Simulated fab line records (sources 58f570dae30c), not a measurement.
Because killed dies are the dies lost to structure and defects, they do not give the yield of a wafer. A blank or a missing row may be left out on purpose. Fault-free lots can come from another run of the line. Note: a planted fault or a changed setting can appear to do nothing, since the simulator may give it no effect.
Problem report, 8D (eight disciplines) form, completed by code || flow berkeley_cmos170 || the parts of the form that need people (team, actions taken, sign-off) are left out

== 1. PROBLEM STATEMENT ==
Mean NVT_OVL at UCB170_NVT_OVL_MEAS_06: 288 nm over 6 wafers in 2 lots; fault-free wafers: -3 nm, standard deviation 5.2. Relative to the usual mean, that is a shift of +56 standard deviations.
Earliest sighting: wafer L993.2 on overlay-01 at day 9 06:21. The record holds 39 wafers of 13 lots with a number at this step. Rule for "out" (also "out of limits"): further than 4 standard deviations from the usual mean. All remaining wafers that have a number are taken as sound.

== 2. WHAT IT IS; WHAT IT IS NOT ==
{"question": "which readings at this step", "is": "NVT_OVL", "is not": "-"}
{"question": "which lots", "is": "L993, L995", "is not": "L101, L979, L980, L981, L982, L983, L984, L985, L986, L987, L994"}
{"question": "which wafers of those lots", "is": "all that have a number", "is not": "-"}
{"question": "read on which gauges", "is": "overlay-01", "is not": "overlay-02"}
{"question": "when", "is": "from day 9 06:21", "is not": "up to then (27 sound wafers); but 6 sound wafers of L101, L994 came after"}

== 3. SUSPECTS, AND WHAT RULES EACH OUT ==
Counting: a tool at a process step up to the reading stays a suspect if it ran every lot that is out and no sound lot after the first of them.
- the gauge at UCB170_NVT_OVL_MEAS_06: kept. All the wafers that are out were read on overlay-01, and no step on other tools shows them out.
- krf_scanner-01 at UCB170_NVT_EXPOSE_03 (exposes mask PWELL, target cd 3000 nm): kept. All lots that are out passed through it, beginning with L993 at day 9 05:58, and no sound lot followed; its final sound lot before that point was L980 at day 6 15:40.
Remaining after the count are krf_scanner-01 at UCB170_NVT_EXPOSE_03 and overlay-01 at UCB170_NVT_OVL_MEAS_06.

== 4. THE CAUSE (what the simulator had put in) ==
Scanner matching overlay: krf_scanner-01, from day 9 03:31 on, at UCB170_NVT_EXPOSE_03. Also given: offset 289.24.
Counting leaves 2 suspects; this tool is one of them.

== 5. SEQUENCE OF EFFECTS, ordered by route ==
Rows list readings where the struck wafers' mean (over those with a number) sits beyond 3 standard deviations from the usual. Only readings for which the record gives a usual standard deviation are gone through. hours: the time from each lot's start at the first step in this table that gives one to its start at this step, as a median over the lots. sigmas: the change in usual standard deviations.
{"hours": 0, "step": "UCB170_NVT_OVL_MEAS_06", "reading": "NVT_OVL", "usual": "-3 nm", "on struck wafers": 288, "change": "+291", "sigmas": "+56"}
Later measuring or inspecting steps at which every struck wafer that the step has a row for has a number for every such reading, and none has moved that far: UCB170_GATE_CD_MEAS_90, UCB170_NLDD_CD_MEAS_06.

== 6. WHAT WOULD HAVE CAUGHT IT SOONER ==
Counted from the fault's start at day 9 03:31, it took 3 hours until the first out-of-limits reading at a measuring or inspecting step in this record, taken at day 9 06:21.
Among the 2 lots that are out, L995 began UCB170_NVT_EXPOSE_03 on krf_scanner-01 after day 9 06:21. It would have been spared by a hold on the tool at that moment.
